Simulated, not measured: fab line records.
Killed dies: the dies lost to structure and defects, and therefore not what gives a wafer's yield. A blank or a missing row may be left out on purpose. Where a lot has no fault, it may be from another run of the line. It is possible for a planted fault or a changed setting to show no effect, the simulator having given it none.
A sampling plan put to the test || flow berkeleyCmos170 || 35 faults told of in these records, all on one fab line, each judged by the records of the lots it struck
The plan is the line's own looks: the steps of the route at which a gauge or an inspection reads the wafer and doesn't change it. Where struck wafers have a number at a look and the file lists that look's usual mean and standard deviation on fault-free wafers, the look can be judged. Caught: the struck wafers' mean, at a look after the fault's first step, is 4 or more of those standard deviations (sigma) away from the usual mean. On the tool: the same test on the tool's own readings at the fault's steps. Also counted as caught: the struck wafers showing another recipe, or a record that is empty for them alone.

== THE FAULTS, as the simulator had put them in ==
1. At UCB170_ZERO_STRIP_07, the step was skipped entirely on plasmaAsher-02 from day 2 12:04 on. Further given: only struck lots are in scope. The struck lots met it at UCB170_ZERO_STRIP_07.
2. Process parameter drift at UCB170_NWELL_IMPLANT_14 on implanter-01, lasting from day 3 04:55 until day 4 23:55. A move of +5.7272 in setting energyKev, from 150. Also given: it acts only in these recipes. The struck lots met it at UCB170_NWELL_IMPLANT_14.
3. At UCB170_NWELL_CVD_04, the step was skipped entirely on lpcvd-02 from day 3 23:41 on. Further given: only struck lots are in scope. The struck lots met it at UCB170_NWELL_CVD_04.
4. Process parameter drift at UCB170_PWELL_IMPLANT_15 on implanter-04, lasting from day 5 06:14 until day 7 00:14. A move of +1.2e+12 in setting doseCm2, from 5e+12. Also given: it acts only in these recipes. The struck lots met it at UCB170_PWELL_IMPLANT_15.
5. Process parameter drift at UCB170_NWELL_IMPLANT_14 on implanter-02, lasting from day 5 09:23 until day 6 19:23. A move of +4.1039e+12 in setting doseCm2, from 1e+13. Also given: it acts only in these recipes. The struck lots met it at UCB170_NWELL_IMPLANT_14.
6. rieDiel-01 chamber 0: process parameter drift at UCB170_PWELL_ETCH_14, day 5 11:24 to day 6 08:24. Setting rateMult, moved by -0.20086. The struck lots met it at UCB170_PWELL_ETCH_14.
7. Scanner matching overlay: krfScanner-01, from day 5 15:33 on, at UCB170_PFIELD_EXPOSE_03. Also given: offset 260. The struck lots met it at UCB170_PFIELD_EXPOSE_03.
8. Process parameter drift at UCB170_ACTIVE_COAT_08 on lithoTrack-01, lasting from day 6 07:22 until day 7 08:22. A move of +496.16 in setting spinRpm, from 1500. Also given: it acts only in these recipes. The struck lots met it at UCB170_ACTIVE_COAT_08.
9. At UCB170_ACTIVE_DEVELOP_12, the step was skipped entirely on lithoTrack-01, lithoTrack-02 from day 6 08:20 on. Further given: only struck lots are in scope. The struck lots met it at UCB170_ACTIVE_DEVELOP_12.
10. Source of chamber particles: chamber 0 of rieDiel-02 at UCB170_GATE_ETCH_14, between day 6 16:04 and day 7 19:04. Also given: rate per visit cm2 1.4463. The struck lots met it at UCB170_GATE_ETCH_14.
11. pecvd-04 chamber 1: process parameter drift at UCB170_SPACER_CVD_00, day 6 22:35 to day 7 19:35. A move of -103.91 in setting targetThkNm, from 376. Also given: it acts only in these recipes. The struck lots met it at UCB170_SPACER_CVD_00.
12. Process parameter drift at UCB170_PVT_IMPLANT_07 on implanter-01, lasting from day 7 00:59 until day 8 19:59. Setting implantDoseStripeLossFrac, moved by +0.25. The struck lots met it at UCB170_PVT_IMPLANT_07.
13. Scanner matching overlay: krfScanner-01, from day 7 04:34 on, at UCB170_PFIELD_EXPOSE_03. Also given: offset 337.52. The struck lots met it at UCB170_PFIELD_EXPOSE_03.
14. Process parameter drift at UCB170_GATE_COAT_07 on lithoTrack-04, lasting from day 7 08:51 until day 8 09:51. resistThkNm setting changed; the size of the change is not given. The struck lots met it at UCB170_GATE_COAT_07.
15. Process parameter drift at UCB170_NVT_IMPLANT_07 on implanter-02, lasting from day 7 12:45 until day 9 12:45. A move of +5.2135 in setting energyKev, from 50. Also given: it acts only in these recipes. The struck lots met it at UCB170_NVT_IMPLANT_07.
16. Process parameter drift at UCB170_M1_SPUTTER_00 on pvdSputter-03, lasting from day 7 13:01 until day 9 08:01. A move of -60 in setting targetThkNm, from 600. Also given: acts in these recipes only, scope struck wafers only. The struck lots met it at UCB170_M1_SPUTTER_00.
17. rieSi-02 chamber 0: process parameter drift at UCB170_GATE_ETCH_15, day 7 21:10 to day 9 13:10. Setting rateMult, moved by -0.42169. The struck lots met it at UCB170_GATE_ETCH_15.
18. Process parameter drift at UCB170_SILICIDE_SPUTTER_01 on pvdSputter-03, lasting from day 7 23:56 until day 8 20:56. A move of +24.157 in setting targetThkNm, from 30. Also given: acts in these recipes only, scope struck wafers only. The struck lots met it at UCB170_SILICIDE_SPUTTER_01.
19. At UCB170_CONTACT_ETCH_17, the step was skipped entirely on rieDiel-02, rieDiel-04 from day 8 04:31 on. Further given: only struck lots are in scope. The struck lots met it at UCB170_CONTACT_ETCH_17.
20. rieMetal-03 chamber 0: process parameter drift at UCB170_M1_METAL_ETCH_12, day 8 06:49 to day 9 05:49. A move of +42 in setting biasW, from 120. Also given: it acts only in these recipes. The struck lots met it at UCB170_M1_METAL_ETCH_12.
21. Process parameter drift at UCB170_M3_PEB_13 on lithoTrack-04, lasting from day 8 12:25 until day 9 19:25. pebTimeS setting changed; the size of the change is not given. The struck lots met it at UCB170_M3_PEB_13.
22. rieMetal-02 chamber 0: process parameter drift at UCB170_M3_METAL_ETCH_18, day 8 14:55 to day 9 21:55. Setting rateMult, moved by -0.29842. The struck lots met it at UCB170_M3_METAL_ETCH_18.
23. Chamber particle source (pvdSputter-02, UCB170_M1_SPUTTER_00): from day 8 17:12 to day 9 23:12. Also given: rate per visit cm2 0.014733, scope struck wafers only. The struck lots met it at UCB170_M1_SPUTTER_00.
24. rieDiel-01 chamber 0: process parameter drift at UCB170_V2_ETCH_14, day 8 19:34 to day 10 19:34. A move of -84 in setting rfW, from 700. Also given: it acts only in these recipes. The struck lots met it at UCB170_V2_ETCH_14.
25. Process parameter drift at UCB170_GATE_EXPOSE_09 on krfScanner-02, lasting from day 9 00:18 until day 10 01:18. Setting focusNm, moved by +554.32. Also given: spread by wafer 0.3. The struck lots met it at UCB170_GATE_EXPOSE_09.
26. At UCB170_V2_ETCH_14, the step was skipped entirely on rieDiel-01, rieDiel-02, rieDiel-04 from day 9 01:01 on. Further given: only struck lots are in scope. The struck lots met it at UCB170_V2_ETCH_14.
27. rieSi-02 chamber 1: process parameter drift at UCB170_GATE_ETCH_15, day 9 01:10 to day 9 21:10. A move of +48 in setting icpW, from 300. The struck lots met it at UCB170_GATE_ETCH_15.
28. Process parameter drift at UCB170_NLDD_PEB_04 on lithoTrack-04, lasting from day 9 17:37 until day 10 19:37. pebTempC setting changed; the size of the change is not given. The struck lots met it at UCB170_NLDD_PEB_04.
29. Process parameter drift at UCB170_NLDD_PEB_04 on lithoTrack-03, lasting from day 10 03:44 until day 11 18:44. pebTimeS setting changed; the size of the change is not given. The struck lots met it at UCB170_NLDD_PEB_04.
30. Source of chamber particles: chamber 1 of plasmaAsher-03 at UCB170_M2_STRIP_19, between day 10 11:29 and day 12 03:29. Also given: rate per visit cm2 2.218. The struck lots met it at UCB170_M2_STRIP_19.
31. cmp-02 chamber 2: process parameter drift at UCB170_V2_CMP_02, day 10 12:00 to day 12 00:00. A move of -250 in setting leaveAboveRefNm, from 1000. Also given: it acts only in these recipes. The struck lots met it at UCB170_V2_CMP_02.
32. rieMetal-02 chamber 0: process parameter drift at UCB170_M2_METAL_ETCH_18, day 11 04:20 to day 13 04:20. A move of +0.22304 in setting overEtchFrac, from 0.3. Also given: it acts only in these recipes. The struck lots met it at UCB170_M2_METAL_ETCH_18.
33. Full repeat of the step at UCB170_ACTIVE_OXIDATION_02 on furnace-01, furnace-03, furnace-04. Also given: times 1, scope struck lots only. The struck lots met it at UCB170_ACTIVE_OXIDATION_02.
34. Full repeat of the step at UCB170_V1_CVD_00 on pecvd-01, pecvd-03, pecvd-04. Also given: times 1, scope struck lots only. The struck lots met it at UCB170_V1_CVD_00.
35. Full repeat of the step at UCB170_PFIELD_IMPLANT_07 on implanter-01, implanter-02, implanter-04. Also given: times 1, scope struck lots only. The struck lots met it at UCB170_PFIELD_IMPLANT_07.

== WHAT THE PLAN SAW ==
{"fault": 1, "on the tool itself": "no reading that can be judged", "first look that catches it": "no look after it can be judged", "reading, sigma": "-", "median hours from its first step to that look": "-", "hours from the fault's start to the first struck lot there": "-", "judged looks passed uncaught": 0}
{"fault": 2, "on the tool itself": "beamEnergyKeV +99 or beyond sigma", "first look that catches it": "no look after it can be judged", "reading, sigma": "-", "median hours from its first step to that look": "-", "hours from the fault's start to the first struck lot there": "-", "judged looks passed uncaught": 0}
{"fault": 3, "on the tool itself": "the tool's record is blank for the struck wafers", "first look that catches it": "no look after it can be judged", "reading, sigma": "-", "median hours from its first step to that look": "-", "hours from the fault's start to the first struck lot there": "-", "judged looks passed uncaught": 0}
{"fault": 4, "on the tool itself": "doseIonsCm2 +99 or beyond sigma", "first look that catches it": "UCB170_PWELL_TW_MEAS_17", "reading, sigma": "PWELL_TW +11", "median hours from its first step to that look": 0.2, "hours from the fault's start to the first struck lot there": 3, "judged looks passed uncaught": 0}
{"fault": 5, "on the tool itself": "doseIonsCm2 +99 or beyond sigma", "first look that catches it": "UCB170_NWELL_TW_MEAS_16", "reading, sigma": "NWELL_TW +23", "median hours from its first step to that look": 0.3, "hours from the fault's start to the first struck lot there": 10, "judged looks passed uncaught": 0}
{"fault": 6, "on the tool itself": "oesProductAu -4.0 sigma", "first look that catches it": "not the one look that can be judged after it", "reading, sigma": "-", "median hours from its first step to that look": "-", "hours from the fault's start to the first struck lot there": "-", "judged looks passed uncaught": 1}
{"fault": 7, "on the tool itself": "no reading that can be judged", "first look that catches it": "UCB170_PFIELD_OVL_MEAS_06", "reading, sigma": "PFIELD_OVL +48", "median hours from its first step to that look": 1.0, "hours from the fault's start to the first struck lot there": 17, "judged looks passed uncaught": 0}
{"fault": 8, "on the tool itself": "spinSpeedRpm +99 or beyond sigma", "first look that catches it": "UCB170_ACTIVE_CD_MEAS_13", "reading, sigma": "cdNm -4.3", "median hours from its first step to that look": 1.0, "hours from the fault's start to the first struck lot there": 4, "judged looks passed uncaught": 0}
{"fault": 9, "on the tool itself": "no reading that can be judged", "first look that catches it": "no look after it can be judged", "reading, sigma": "-", "median hours from its first step to that look": "-", "hours from the fault's start to the first struck lot there": "-", "judged looks passed uncaught": 0}
{"fault": 10, "on the tool itself": "under 2 sigma", "first look that catches it": "none of the 2 looks that can be judged after it", "reading, sigma": "strongest: cdNm at UCB170_V1_CD_MEAS_90, -2.1", "median hours from its first step to that look": "-", "hours from the fault's start to the first struck lot there": "-", "judged looks passed uncaught": 2}
{"fault": 11, "on the tool itself": "under 2 sigma", "first look that catches it": "UCB170_SPACER_THK_MEAS_01", "reading, sigma": "SPACER_TEOS_THK -17", "median hours from its first step to that look": 0.1, "hours from the fault's start to the first struck lot there": 13, "judged looks passed uncaught": 0}
{"fault": 12, "on the tool itself": "under 2 sigma", "first look that catches it": "none of the 8 looks that can be judged after it", "reading, sigma": "-", "median hours from its first step to that look": "-", "hours from the fault's start to the first struck lot there": "-", "judged looks passed uncaught": 8}
{"fault": 13, "on the tool itself": "no reading that can be judged", "first look that catches it": "UCB170_PFIELD_OVL_MEAS_06", "reading, sigma": "PFIELD_OVL +62", "median hours from its first step to that look": 0.4, "hours from the fault's start to the first struck lot there": 8, "judged looks passed uncaught": 0}
{"fault": 14, "on the tool itself": "no reading that can be judged", "first look that catches it": "UCB170_GATE_CD_MEAS_12", "reading, sigma": "cdNm -32", "median hours from its first step to that look": 1.6, "hours from the fault's start to the first struck lot there": 6, "judged looks passed uncaught": 0}
{"fault": 15, "on the tool itself": "beamEnergyKeV +99 or beyond sigma", "first look that catches it": "UCB170_NVT_TW_MEAS_09", "reading, sigma": "NVT_TW +4.1", "median hours from its first step to that look": 0.2, "hours from the fault's start to the first struck lot there": 9, "judged looks passed uncaught": 0}
{"fault": 16, "on the tool itself": "under 2 sigma", "first look that catches it": "UCB170_M1_RS_MEAS_01", "reading, sigma": "M1_AL_RS +10", "median hours from its first step to that look": 0.1, "hours from the fault's start to the first struck lot there": 12, "judged looks passed uncaught": 0}
{"fault": 17, "on the tool itself": "oesProductAu -15 sigma", "first look that catches it": "no look after it can be judged", "reading, sigma": "-", "median hours from its first step to that look": "-", "hours from the fault's start to the first struck lot there": "-", "judged looks passed uncaught": 0}
{"fault": 18, "on the tool itself": "under 2 sigma", "first look that catches it": "UCB170_SILICIDE_RS_MEAS_02", "reading, sigma": "SILICIDE_TI_RS -32", "median hours from its first step to that look": 0.1, "hours from the fault's start to the first struck lot there": 19, "judged looks passed uncaught": 0}
{"fault": 19, "on the tool itself": "the tool's record is blank for the struck wafers", "first look that catches it": "no look after it can be judged", "reading, sigma": "-", "median hours from its first step to that look": "-", "hours from the fault's start to the first struck lot there": "-", "judged looks passed uncaught": 0}
{"fault": 20, "on the tool itself": "biasW +99 or beyond sigma", "first look that catches it": "no look after it can be judged", "reading, sigma": "-", "median hours from its first step to that look": "-", "hours from the fault's start to the first struck lot there": "-", "judged looks passed uncaught": 0}
{"fault": 21, "on the tool itself": "heaterPowerTotalW +84 sigma", "first look that catches it": "UCB170_M3_CD_MEAS_15", "reading, sigma": "cdNm +9.9", "median hours from its first step to that look": 0.3, "hours from the fault's start to the first struck lot there": 4, "judged looks passed uncaught": 0}
{"fault": 22, "on the tool itself": "oesProductAu -5.0 sigma", "first look that catches it": "UCB170_M3_CD_MEAS_90", "reading, sigma": "cdNm +4.0", "median hours from its first step to that look": 0.3, "hours from the fault's start to the first struck lot there": 3, "judged looks passed uncaught": 0}
{"fault": 23, "on the tool itself": "only faintly: chamberPressurePa +2.0 sigma", "first look that catches it": "no look after it can be judged", "reading, sigma": "-", "median hours from its first step to that look": "-", "hours from the fault's start to the first struck lot there": "-", "judged looks passed uncaught": 0}
{"fault": 24, "on the tool itself": "rfFwdPowerW -38 sigma", "first look that catches it": "no look after it can be judged", "reading, sigma": "-", "median hours from its first step to that look": "-", "hours from the fault's start to the first struck lot there": "-", "judged looks passed uncaught": 0}
{"fault": 25, "on the tool itself": "exposureDoseMJCm2 -33 sigma", "first look that catches it": "UCB170_GATE_CD_MEAS_12", "reading, sigma": "cdNm -15", "median hours from its first step to that look": 0.4, "hours from the fault's start to the first struck lot there": 19, "judged looks passed uncaught": 0}
{"fault": 26, "on the tool itself": "the tool's record is blank for the struck wafers", "first look that catches it": "no look after it can be judged", "reading, sigma": "-", "median hours from its first step to that look": "-", "hours from the fault's start to the first struck lot there": "-", "judged looks passed uncaught": 0}
{"fault": 27, "on the tool itself": "rfFwdPowerW +40 sigma", "first look that catches it": "no look after it can be judged", "reading, sigma": "-", "median hours from its first step to that look": "-", "hours from the fault's start to the first struck lot there": "-", "judged looks passed uncaught": 0}
{"fault": 28, "on the tool itself": "heaterPowerTotalW -99 or beyond sigma", "first look that catches it": "UCB170_NLDD_CD_MEAS_06", "reading, sigma": "cdNm -99 or beyond", "median hours from its first step to that look": 0.3, "hours from the fault's start to the first struck lot there": 1, "judged looks passed uncaught": 0}
{"fault": 29, "on the tool itself": "no reading that can be judged", "first look that catches it": "UCB170_NLDD_CD_MEAS_06", "reading, sigma": "cdNm +12", "median hours from its first step to that look": 0.3, "hours from the fault's start to the first struck lot there": 2, "judged looks passed uncaught": 0}
{"fault": 30, "on the tool itself": "under 2 sigma", "first look that catches it": "no look after it can be judged", "reading, sigma": "-", "median hours from its first step to that look": "-", "hours from the fault's start to the first struck lot there": "-", "judged looks passed uncaught": 0}
{"fault": 31, "on the tool itself": "under 2 sigma", "first look that catches it": "UCB170_V2_THK_MEAS_04", "reading, sigma": "V2_POLISHED_THK -99 or beyond", "median hours from its first step to that look": 0.4, "hours from the fault's start to the first struck lot there": 13, "judged looks passed uncaught": 1}
{"fault": 32, "on the tool itself": "oesProductAu -6.0 sigma", "first look that catches it": "not the one look that can be judged after it", "reading, sigma": "strongest: cdNm at UCB170_M2_CD_MEAS_90, -2.7", "median hours from its first step to that look": "-", "hours from the fault's start to the first struck lot there": "-", "judged looks passed uncaught": 1}
{"fault": 33, "on the tool itself": "under 2 sigma", "first look that catches it": "UCB170_ACTIVE_THK_MEAS_03", "reading, sigma": "ACTIVE_OXIDE_THK +24", "median hours from its first step to that look": 3.2, "hours from the fault's start to the first struck lot there": "-", "judged looks passed uncaught": 0}
{"fault": 34, "on the tool itself": "under 2 sigma", "first look that catches it": "UCB170_V1_THK_MEAS_01", "reading, sigma": "V1_TEOS_THK +78", "median hours from its first step to that look": 0.5, "hours from the fault's start to the first struck lot there": "-", "judged looks passed uncaught": 0}
{"fault": 35, "on the tool itself": "no reading that can be judged", "first look that catches it": "UCB170_PFIELD_TW_MEAS_09", "reading, sigma": "PFIELD_TW +55", "median hours from its first step to that look": 0.6, "hours from the fault's start to the first struck lot there": "-", "judged looks passed uncaught": 0}
Dash: fault not caught, or number not given in these records.

Caught at a look: 19 of 35. Caught on the tool: 18 of 35. By one or the other: 29 of 35.
Faults caught by the tool alone: 2, 3, 6, 17, 19, 20, 24, 26, 27, 32.
Caught at a look alone: faults 7, 11, 13, 14, 16, 18, 29, 31, 33, 34, 35.
Caught by neither: faults 1, 9, 10, 12, 23, 30.

== THINNER SAMPLING ==
In the worst case, this is how late the first struck lot would be measured if the look that catches a fault measured only every second or every third lot, by lot number:
{"fault": 4, "struck lots at that look, in order of time": "L329, L330", "every lot": "3 h", "every second lot": "14 h", "every third lot": "may miss all 2"}
{"fault": 5, "struck lots at that look, in order of time": "L150, L151", "every lot": "10 h", "every second lot": "20 h", "every third lot": "may miss all 2"}
{"fault": 7, "struck lots at that look, in order of time": "L761, L763", "every lot": "17 h", "every second lot": "may miss all 2", "every third lot": "may miss all 2"}
{"fault": 8, "struck lots at that look, in order of time": "L678, L680", "every lot": "4 h", "every second lot": "may miss all 2", "every third lot": "may miss all 2"}
{"fault": 11, "struck lots at that look, in order of time": "L499", "every lot": "13 h", "every second lot": "may miss it", "every third lot": "may miss it"}
{"fault": 13, "struck lots at that look, in order of time": "L529, L532", "every lot": "8 h", "every second lot": "18 h", "every third lot": "may miss all 2"}
{"fault": 14, "struck lots at that look, in order of time": "L619, L620", "every lot": "6 h", "every second lot": "19 h", "every third lot": "may miss all 2"}
{"fault": 15, "struck lots at that look, in order of time": "L513, L512, L514", "every lot": "9 h", "every second lot": "10 h", "every third lot": "30 h"}
{"fault": 16, "struck lots at that look, in order of time": "L498, L499", "every lot": "12 h", "every second lot": "21 h", "every third lot": "may miss all 2"}
{"fault": 18, "struck lots at that look, in order of time": "L367", "every lot": "19 h", "every second lot": "may miss it", "every third lot": "may miss it"}
{"fault": 21, "struck lots at that look, in order of time": "L859, L863", "every lot": "4 h", "every second lot": "may miss all 2", "every third lot": "may miss all 2"}
{"fault": 22, "struck lots at that look, in order of time": "L857, L859", "every lot": "3 h", "every second lot": "may miss all 2", "every third lot": "may miss all 2"}
{"fault": 25, "struck lots at that look, in order of time": "L189", "every lot": "19 h", "every second lot": "may miss it", "every third lot": "may miss it"}
{"fault": 28, "struck lots at that look, in order of time": "L397, L396", "every lot": "1 h", "every second lot": "5 h", "every third lot": "may miss all 2"}
{"fault": 29, "struck lots at that look, in order of time": "L937, L938", "every lot": "2 h", "every second lot": "17 h", "every third lot": "may miss all 2"}
{"fault": 31, "struck lots at that look, in order of time": "L860, L861", "every lot": "13 h", "every second lot": "22 h", "every third lot": "may miss all 2"}
Hours: fault start to first struck lot measured. Since the struck wafers were tested as one group against 4 sigma, a single lot by itself may lie under the limit. Other struck lots may not be in these records.

== THE LONGEST TIMED WAY FROM STEP TO LOOK ==
Fault 33: the median time between UCB170_ACTIVE_OXIDATION_02 and UCB170_ACTIVE_THK_MEAS_03 is 3.2 hours. No look between them can be judged.
